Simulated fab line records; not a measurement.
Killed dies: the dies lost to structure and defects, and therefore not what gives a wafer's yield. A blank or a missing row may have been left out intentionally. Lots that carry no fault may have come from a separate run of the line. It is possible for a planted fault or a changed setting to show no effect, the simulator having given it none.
Comparing a struck lot with a sound one    flow berkeley_cmos170    17 out of 331 route steps
Sound: these wafers, L498.1, L498.4, L498.6. Struck: wafers L505.1, L505.4, L505.5. The cause is named last.
Order at every step that has rows: each side's tool, ch and its chambers, its first start. Under that, the readings that differ: sound wafers    struck wafers    difference of the means    sigmas: that difference in standard deviations of wafers without a fault.
alike: same words and numbers on both sides, and readings whose means sit less than 2 such deviations apart. not compared: any withheld reading, any reading some wafer has no value for, any bound like >300 that may hide the same value, and any number with overlapping values for which the record gives no deviation.
Wherever a step has rows on one side only, a row that says differs or no value, or a row with sigmas, the two part there. Non-overlapping numbers with no deviation appear without sigmas and do not part them. Lack of a reading on every wafer of one side parts them only where that side has two or more wafers.

UCB170_SACOX_THK_MEAS_02:
  sound on film_metro-03, day 7 08:53; struck on film_metro-04, day 8 06:08
  alike: SACOX_OXIDE_THK
then, 2 steps without rows for these wafers: UCB170_SCREENOX_WET_ETCH_00 (etches SiO2 in dHF, time 200 s); UCB170_SCREENOX_OXIDATION_01 (target thk 14.4 nm, ox time 2400 s).
UCB170_SCREENOX_THK_MEAS_02:
  sound on film_metro-03, day 7 16:08; struck on film_metro-03, day 8 12:38
  alike: SCREENOX_OXIDE_THK
then, 7 steps without rows for these wafers: UCB170_SCREENOX_ANNEAL_03 (time 900 s); UCB170_NVT_HMDS_00 (prime time 60 s); UCB170_NVT_COAT_01 (resist thk 900 nm); UCB170_NVT_SOFTBAKE_02 (time 60 s); UCB170_NVT_EXPOSE_03 (exposes mask PWELL, target cd 3000 nm); UCB170_NVT_PEB_04; UCB170_NVT_DEVELOP_05 (develop time 45 s).
UCB170_NVT_OVL_MEAS_06:
  sound on overlay-02, day 8 00:43; struck on overlay-02, day 8 21:25
  alike: NVT_OVL
UCB170_NVT_IMPLANT_07:
  sound on implanter-03 ch 0, day 8 00:46; struck on implanter-03 ch 0, day 8 21:27
reading                    sound                 struck                difference  sigmas
beam_energy_keV            49.991 49.981 49.987  67.490 67.505 67.487  +17.508     +99 or more
model.implant.rp_nm (nm)   36.76 36.76 36.76     49.29 49.29 49.29     +12.53      
model.implant.drp_nm (nm)  18.57 18.57 18.57     23.18 23.18 23.18     +4.61       
  alike: faraday_current_uA
UCB170_NVT_STRIP_08: strips in O2.
  sound on plasma_asher-02 ch 0,1, day 8 00:55; struck on plasma_asher-02 ch 0,1, day 8 21:36
  alike: drypump_motor_current_A, oes_product_au, strip_time_to_endpoint_s
  not compared: rf_hours_counter_h
UCB170_NVT_TW_MEAS_09:
  sound on film_metro-03, day 8 01:01; struck on film_metro-04, day 8 21:42
reading  sound              struck             difference  sigmas
NVT_TW   522.9 526.9 528.0  565.1 564.2 564.1  +38.5       +18
then, 1 step without rows for these wafers: UCB170_NVT_CLEAN_10 (cleans in SPM, time 600 s).
-- the record jumps here: 2 days lie between the struck wafers' starts before and after (it left off in module NVT and takes up again in module M3, whose first step shown is number 331 of the route) --
UCB170_M3_PROBE_99:
  sound on prober-02, day 10 13:36; struck on prober-02, day 11 09:42
reading                                sound                 struck                difference  sigmas
model.etest.nmos_0p35.swing_mv_dec     77 77.16 76.64        77.68 78.14 77.94     +0.99       
model.etest.nmos_0p35.body_rise_v (V)  0.3165 0.3185 0.3196  0.3474 0.3501 0.3539  +0.0323     
model.etest.nmos_0p35.vt_long_v (V)    0.4922 0.4982 0.496   0.4779 0.4789 0.4823  -0.0158     

## WHERE THEY PART
First at UCB170_NVT_IMPLANT_07; last, within this record, at UCB170_NVT_TW_MEAS_09.

WHY: whatever the simulator had introduced
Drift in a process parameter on implanter-03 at UCB170_NVT_IMPLANT_07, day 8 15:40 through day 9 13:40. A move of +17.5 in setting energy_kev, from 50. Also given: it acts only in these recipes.
